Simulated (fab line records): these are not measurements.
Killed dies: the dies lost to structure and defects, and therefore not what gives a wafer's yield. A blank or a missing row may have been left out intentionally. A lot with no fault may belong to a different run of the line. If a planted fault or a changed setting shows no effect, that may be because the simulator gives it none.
A struck lot beside a sound one -- flow berkeley cmos170 -- 14 out of 331 route steps
Sound: wafers L222.3, L222.4, L222.5. Struck: wafers L231.1, L231.2, L231.6. The cause comes at the end.
Per side, at each step with rows, come the tool, then ch with its chambers, and then its first start. Under that, the readings that differ: sound wafers -- struck wafers -- difference of the means -- sigmas: that difference in standard deviations of wafers without a fault.
alike: a reading whose means differ by less than 2 such deviations, as well as words and numbers matching on both sides. not compared: withheld readings; readings where some wafer has no value; bounds like >300 that might hide an equal value; numbers whose values overlap and for which the record gives no deviation.
Wherever a step has rows on one side only, a row that says differs or no value, or a row with sigmas, the two part there. Numbers that don't overlap but have no deviation are shown without sigmas and don't part them. Lack of a reading on every wafer of one side parts them only where that side has two or more wafers.

first, 3 steps without rows for these wafers: UCB170_PWELL_CLEAN_00 (cleans in SPM, time 600 s); UCB170_PWELL_CLEAN_01 (cleans in dHF, time 60 s); UCB170_PWELL_OXIDATION_02 (target thk 26.4 nm, ox time 1281 s).
UCB170_PWELL_THK_MEAS_03:
  sound: film metro-03 at day 4 16:28; struck: film metro-04 at day 6 16:41
  alike: PWELL_OXIDE_THK
then, 2 steps without rows for these wafers: UCB170_PWELL_ANNEAL_04 (time 900 s); UCB170_PWELL_CVD_05 (deposits Si3N4 from SiH2Cl2/NH3, target thk 220 nm, time 3300 s).
UCB170_PWELL_THK_MEAS_06:
  sound: film metro-01 at day 5 00:11; struck: film metro-03 at day 7 00:11
  alike: PWELL_NITRIDE_THK
then, 5 steps without rows for these wafers: UCB170_PWELL_HMDS_07 (prime time 60 s); UCB170_PWELL_COAT_08 (resist thk 900 nm); UCB170_PWELL_SOFTBAKE_09 (time 60 s); UCB170_PWELL_EXPOSE_10 (exposes mask PWELL, target cd 3000 nm); UCB170_PWELL_PEB_11.
UCB170_PWELL_DEVELOP_12: develop time 45 s.
  struck on litho track-03, day 7 00:00; sound on litho track-02 ch 0, day 5 01:00
  no value came back on the struck wafers for chill plate temp C (C), develop time s (s); on the sound wafers chill plate temp C (C) reads 22.90 23.00 22.97
reading,sound,struck,difference,sigmas
model.KrF_of_PWELL_COAT_08.thk nm (nm),885.4 889.9 885.6,900.3 897.4 899.8,+12.2,
UCB170_PWELL_OVL_MEAS_13:
  sound: overlay-02 at day 5 01:11; struck: overlay-02 at day 7 01:05
reading,sound,struck,difference,sigmas
PWELL_OVL (nm),-1 2 -5,- - -,no value on the struck wafers,

## WHERE THEY PART
Earliest at UCB170_PWELL_DEVELOP_12; latest, in this record, at UCB170_PWELL_OVL_MEAS_13.

WHY: what the simulator had put in
Entire step skipped (litho track-03, UCB170_PWELL_DEVELOP_12), from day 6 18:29 onward. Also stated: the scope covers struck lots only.
